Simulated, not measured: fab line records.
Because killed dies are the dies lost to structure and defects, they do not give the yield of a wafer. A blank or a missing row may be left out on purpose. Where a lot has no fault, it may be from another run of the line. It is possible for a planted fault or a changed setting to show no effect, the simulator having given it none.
Comparing a struck lot with a sound one || flow rit-cmos || 16 out of 202 route steps
Sound: wafers L491.3, L491.4, L491.6. Wafers struck: L486.1, L486.3, L486.5. The cause comes at the end.
Each step with rows lists, per side, the tool, then ch with its chambers, then its first start. Under that, the readings that differ: sound wafers || struck wafers || difference of the means || sigmas: that difference in standard deviations of wafers without a fault.
alike: readings whose means differ by less than 2 such deviations, and words and numbers that are the same on both sides. not compared: withheld readings, readings that some wafer has no value for, bounds like >300 that may hide the same value, and numbers for which the record gives no deviation and whose values overlap.
A row with sigmas, a row that says differs or no value, or rows on one side alone: a step with any of these is where the two part. Numbers that don't overlap but have no deviation are shown without sigmas and don't part them. Lack of a reading on every wafer of one side parts them only where that side has two or more wafers.

first, 1 step without rows for these wafers: RIT_ACTIVE_OXIDATION_01 (target thk 46.8 nm, ox time 3360 s).
RIT_ACTIVE_THK_MEAS_02:
  sound: film-metro-04 at day 4 15:43; struck: film-metro-03 at day 3 14:47
{"reading": "ACTIVE_OXIDE_THK (nm)", "sound": "48.1 49.0 48.4", "struck": "46.0 46.0 45.7", "difference": -2.6, "sigmas": -3}
then, 1 step without rows for these wafers: RIT_ACTIVE_CVD_03 (deposits Si3N4 from SiH2Cl2/NH3, target thk 150 nm, time 1500 s).
RIT_ACTIVE_THK_MEAS_04:
  sound: film-metro-04 at day 4 17:11; struck: film-metro-03 at day 3 16:16
  alike: ACTIVE_NITRIDE_THK
then, 6 steps without rows for these wafers: RIT_ACTIVE_HMDS_05 (prime time 60 s); RIT_ACTIVE_COAT_06 (resist thk 1000 nm); RIT_ACTIVE_SOFTBAKE_07 (time 60 s); RIT_ACTIVE_EXPOSE_08 (exposes mask M1, target cd 1400 nm); RIT_ACTIVE_PEB_09; RIT_ACTIVE_DEVELOP_10 (develop time 50 s).
RIT_ACTIVE_CD_MEAS_11: the cd target is 1400 nm.
  sound: cd-sem-02 at day 4 18:07; struck: cd-sem-02 at day 3 17:10
  alike: cd-nm
then, 1 step without rows for these wafers: RIT_ACTIVE_HARDBAKE_12 (time 60 s).
RIT_ACTIVE_ETCH_13: etches Si3N4 in SF6, stops on SiO2, time 210 s, target depth 210 nm.
  sound on rie-diel-04 ch 1,3, day 4 18:21; struck on rie-diel-04 ch 0,1, day 3 17:26
  no value came back on the struck wafers for any of 5 readings (SF6_flow_sccm (sccm), chamber-pressure-mTorr (mTorr) and others); on the sound wafers SF6_flow_sccm (sccm) reads 200.3 199.8 199.7
{"reading": "model.NOVOLAK_of_ACTIVE_COAT_06.thk-nm (nm)", "sound": "659.5 651 654.8", "struck": "885.4 883.3 884.9", "difference": "+229.4", "sigmas": ""}
  not compared: rf-hours-counter-h
RIT_ACTIVE_STRIP_14: strips in O2, time 180 s.
  sound on plasma-asher-02 ch 0,1, day 4 18:32; struck on plasma-asher-02 ch 0,1, day 3 17:34
  alike: drypump-motor-current-A
  not compared: rf-hours-counter-h
RIT_ACTIVE_CD_MEAS_90: the cd target is 1400 nm.
  sound: cd-sem-02 at day 4 18:42; struck: cd-sem-02 at day 3 17:45
{"reading": "cd-nm (nm)", "sound": "1398.7 1400.1 1401.3", "struck": "- - -", "difference": "no value on the struck wafers", "sigmas": ""}
then, 1 step without rows for these wafers: RIT_ACTIVE_CLEAN_15 (cleans in SC1, time 600 s).

## WHERE THEY PART
At RIT_ACTIVE_THK_MEAS_02 first; at RIT_ACTIVE_CD_MEAS_90 last (within this record only).

WHY: what had been put in by the simulator
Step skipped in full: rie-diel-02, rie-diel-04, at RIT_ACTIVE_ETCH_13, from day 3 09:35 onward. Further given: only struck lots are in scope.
